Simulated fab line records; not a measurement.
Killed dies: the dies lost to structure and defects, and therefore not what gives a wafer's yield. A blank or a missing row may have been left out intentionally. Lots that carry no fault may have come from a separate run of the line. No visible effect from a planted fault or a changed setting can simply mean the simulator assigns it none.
Lot-split experiment | flow ritCmos | on a route of 202 steps: 5 lots, 23 wafers read

ABOUT THE SPLIT
At RIT_SILICIDE_SPUTTER_01 (material Ti, target thk 30 nm, time 240 s), the setting timeS was moved away from the recipe's 240 s on 4 of the 23 wafers read, by -5.4% to +12.8%. For the rest of the wafers, this setting stayed at what the recipe calls for.

FROM SPLIT TO READING: 1 step shown by the file between the two
- RIT_SILICIDE_RS_MEAS_02: measures by four-point-probe

THE READING
SILICIDE_TI_THK, in nm, at RIT_SILICIDE_THK_MEAS_03 (measures by xrf). Fault-free wafers of this fab line usually give 29.5 nm, standard deviation 0.45 nm.

wafer  | tool, chamber at the split | timeS as run, s | against the recipe | SILICIDE_TI_THK, nm | against lot-mates on the recipe
L075.1 | pvdSputter-01, -           | 240             | recipe             | 29.9                | -
L075.4 | pvdSputter-01, -           | 240             | recipe             | 28.7                | -
L075.6 | pvdSputter-01, -           | 240             | recipe             | 29.7                | -
L077.1 | pvdSputter-01, -           | 240             | recipe             | 29.5                | -
L077.2 | pvdSputter-01, -           | 240             | recipe             | 29.7                | -
L077.3 | pvdSputter-01, -           | 240             | recipe             | 29.1                | -
L077.4 | pvdSputter-01, -           | 240             | recipe             | 29.8                | -
L077.6 | pvdSputter-01, -           | 240             | recipe             | 29.6                | -
L078.2 | pvdSputter-02, -           | 240             | recipe             | 29.8                | -
L078.3 | pvdSputter-02, -           | 240             | recipe             | 29.4                | -
L078.4 | pvdSputter-02, -           | 240             | recipe             | 29.3                | -
L078.5 | pvdSputter-02, -           | 240             | recipe             | 30.1                | -
L078.6 | pvdSputter-02, -           | 240             | recipe             | 29.6                | -
L080.1 | pvdSputter-01, -           | 227.1           | -5.4%              | 28.1                | -1.5
L080.2 | pvdSputter-01, -           | 240             | recipe             | 29.8                | -
L080.3 | pvdSputter-01, -           | 227.1           | -5.4%              | 27.5                | -2.1
L080.4 | pvdSputter-01, -           | 240             | recipe             | 29.6                | -
L080.6 | pvdSputter-01, -           | 240             | recipe             | 29.5                | -
L085.1 | pvdSputter-02, -           | 270.7           | +12.8%             | 33.3                | +3.3
L085.2 | pvdSputter-02, -           | 240             | recipe             | 29.4                | -
L085.3 | pvdSputter-02, -           | 240             | recipe             | 29.9                | -
L085.4 | pvdSputter-02, -           | 240             | recipe             | 30.7                | -
L085.5 | pvdSputter-02, -           | 270.7           | +12.8%             | 33.6                | +3.6

THE FIT
A straight line over all 23 wafers: SILICIDE_TI_THK changes by +0.306 nm for each +1% of timeS; r = +0.96; the points scatter about the line by 0.4 nm.
The same after taking each lot's own level away (the mean of its wafers on the recipe; 23 wafers): +0.282 nm for each +1%; r = +0.96; scatter 0.37 nm.
Per that fit: largest timeS move, reading shift of 3.6 nm.
Across the lots, their own levels run from 29.43 to 30.00 nm, a range of 1.3 times the standard deviation given above.
Consequently the slope shifts little with the lot-to-lot level, the two slopes agreeing.
Check: with one of the wafers moved furthest among these (+12.8%) left out of the fit, the line predicts +3.77 nm for it against its lot-mates. Against them it came out at +3.3 nm.

OTHER SPLITS APPLIED TO THESE WAFERS
Other splits were also applied to these wafers ahead of the reading. Each is held against what the fit with the lots' levels taken away leaves over:
other split on the same wafers | wafers away from the commonest value | r with SILICIDE_TI_THK (lot level and that fit taken away)
RIT_PSD_SOFTBAKE_02 tempC      | 12                                   | +0.29

THE WHOLE CHAIN: every reading that the file lists as answering this split, in the file's order
step                     | what it does                              | reading                                                                          | change (the file's fit)               | r (the file's)
RIT_SILICIDE_SPUTTER_01  | material Ti, target thk 30 nm, time 240 s | Ti_of_SILICIDE_SPUTTER_01.thkNm (the simulator's own value, which no gauge read) | +0.277 nm for each +1% of the setting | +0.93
RIT_SILICIDE_RS_MEAS_02  | measures by four-point-probe              | SILICIDE_TI_RS                                                                   | -0.5 for each +1% of the setting      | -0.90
RIT_SILICIDE_THK_MEAS_03 | measures by xrf                           | SILICIDE_TI_THK                                                                  | +0.276 for each +1% of the setting    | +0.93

THE FILE'S OWN FIT
SILICIDE_TI_THK changes by +0.276 nm for each +1% of timeS, r = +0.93.
